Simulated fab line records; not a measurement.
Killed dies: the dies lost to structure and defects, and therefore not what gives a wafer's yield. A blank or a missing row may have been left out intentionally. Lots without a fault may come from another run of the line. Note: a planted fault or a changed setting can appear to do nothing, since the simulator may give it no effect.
Which of the tools did it? + flow rit_cmos + 16 lots, 48 wafers sampled, at 2 steps of a route of 202

WHAT EACH GAUGE READ, for each wafer
RIT_ACTIVE_CD_MEAS_11 targets a cd of 1400 nm.
| lot  | measured    | on        | cd_nm (nm)           |
|------|-------------|-----------|----------------------|
| L542 | day 1 14:35 | cd_sem-02 | 1398.8 1398.5 1399.2 |
| L544 | day 2 00:26 | cd_sem-02 | 1402.3 1398.0 1398.8 |
| L545 | day 2 05:28 | cd_sem-01 | 1398.9 1402.1 1400.0 |
| L546 | day 2 10:35 | cd_sem-01 | 1401.0 1402.3 1401.0 |
| L547 | day 2 15:35 | cd_sem-01 | 1400.5 1401.0 1401.6 |
| L548 | day 2 20:26 | cd_sem-02 | 1399.5 1403.0 1401.0 |
| L550 | day 3 09:15 | cd_sem-01 | 1394.6 1395.3 1397.2 |
| L551 | day 3 11:28 | cd_sem-01 | 1398.7 1400.0 1399.6 |
| L552 | day 3 16:40 | cd_sem-02 | 1403.9 1403.6 1403.0 |
| L553 | day 3 21:45 | cd_sem-02 | 1400.6 1400.1 1399.7 |
| L557 | day 4 17:34 | cd_sem-01 | 1411.3 1414.8 1413.5 |
| L558 | day 4 22:40 | cd_sem-01 | 1411.0 1410.7 1408.0 |
| L559 | day 5 03:26 | cd_sem-01 | 1411.3 1412.5 1413.6 |
| L561 | day 5 13:45 | cd_sem-01 | 1405.2 1409.7 1408.2 |
| L562 | day 5 20:17 | cd_sem-01 | 1396.0 1398.0 1395.7 |
| L565 | day 6 10:17 | cd_sem-01 | 1400.9 1401.6 1403.2 |

TOOL THAT RAN EACH LOT (tool first, then ch and the chambers of the sampled wafers, then the start)
| lot  | RIT_ACTIVE_EXPOSE_08               |
|------|------------------------------------|
| L542 | iline_stepper-01 ch 0, day 1 14:11 |
| L544 | iline_stepper-02 ch 0, day 2 00:02 |
| L545 | iline_stepper-02 ch 0, day 2 05:04 |
| L546 | iline_stepper-02 ch 0, day 2 10:06 |
| L547 | iline_stepper-01 ch 0, day 2 15:11 |
| L548 | iline_stepper-01 ch 0, day 2 20:02 |
| L550 | iline_stepper-01 ch 0, day 3 08:51 |
| L551 | iline_stepper-01 ch 0, day 3 11:04 |
| L552 | iline_stepper-02 ch 0, day 3 16:16 |
| L553 | iline_stepper-01 ch 0, day 3 21:20 |
| L557 | iline_stepper-02 ch 0, day 4 17:10 |
| L558 | iline_stepper-02 ch 0, day 4 22:02 |
| L559 | iline_stepper-02 ch 0, day 5 03:02 |
| L561 | iline_stepper-02 ch 0, day 5 13:21 |
| L562 | iline_stepper-01 ch 0, day 5 19:53 |
| L565 | iline_stepper-01 ch 0, day 6 09:53 |
- RIT_ACTIVE_EXPOSE_08: exposes mask M1, target cd 1400 nm.

AS READ BY THE TOOLS THEMSELVES (means over the sampled wafers that have a number; for cases with no such wafer, the mark the record gives instead)
RIT_ACTIVE_EXPOSE_08.
| lot  | tool             | exposure_dose_mJ_cm2 |
|------|------------------|----------------------|
| L542 | iline_stepper-01 | 224.93               |
| L544 | iline_stepper-02 | 225.00               |
| L545 | iline_stepper-02 | 225.01               |
| L546 | iline_stepper-02 | 225.37               |
| L547 | iline_stepper-01 | 224.82               |
| L548 | iline_stepper-01 | 225.04               |
| L550 | iline_stepper-01 | 225.09               |
| L551 | iline_stepper-01 | 224.96               |
| L552 | iline_stepper-02 | 224.86               |
| L553 | iline_stepper-01 | 224.85               |
| L557 | iline_stepper-02 | 214.79               |
| L558 | iline_stepper-02 | 216.96               |
| L559 | iline_stepper-02 | 218.40               |
| L561 | iline_stepper-02 | 219.57               |
| L562 | iline_stepper-01 | 225.10               |
| L565 | iline_stepper-01 | 225.03               |

THE ANSWER, worked out from the rows above alone
Rule: the usual values come from the lots themselves. The widest of any qualifying gaps counts: lots, ordered by their means at a reading, are off when they make up no more than a third of the lots, leave a main group of 4 or more, and stand apart from it by 3 or more times the standard deviation of that group's means. If all means in a main group match to the digits the tables above print for the reading, that group is not used. A lot without any number at a reading at which 4 lots or more have one is off too. Any other lot the step has rows for is counted as sound. The gauges are gone through in route order, then the tools' own readings, and for those a lot's mean is taken as printed above. The first step at which some lot is off is used, and at that step the reading that is off furthest; a lot without a number counts as furthest.
Off: L557, L558, L559, L561 (RIT_ACTIVE_EXPOSE_08, exposure_dose_mJ_cm2). Mean 225.00 and standard deviation 0.14 in the main group.
A tool fits if, at that step or a process step before it, it ran every lot that is off, and no sound lot after the first of them. One candidate fits, namely iline_stepper-02 at RIT_ACTIVE_EXPOSE_08. A fault onset in the window from L552 (day 3 16:16, its last sound lot) to L557 (day 4 17:10, its first lot off) fits.
The tool's own readings at RIT_ACTIVE_EXPOSE_08 bear it out: on the lots that are off they differ by more than 5 times the standard deviation of the sound lots' means. exposure_dose_mJ_cm2 reads 217.43 there against 225.00 on the sound lots.

WHAT THE SIMULATOR HAD PUT IN
Process parameters drifting: iline_stepper-02 at RIT_ACTIVE_EXPOSE_08, beginning at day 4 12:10. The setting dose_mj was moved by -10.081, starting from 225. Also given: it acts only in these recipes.
Lots struck among those shown: L557, L558, L559, L561. The rule given above showed the same thing.
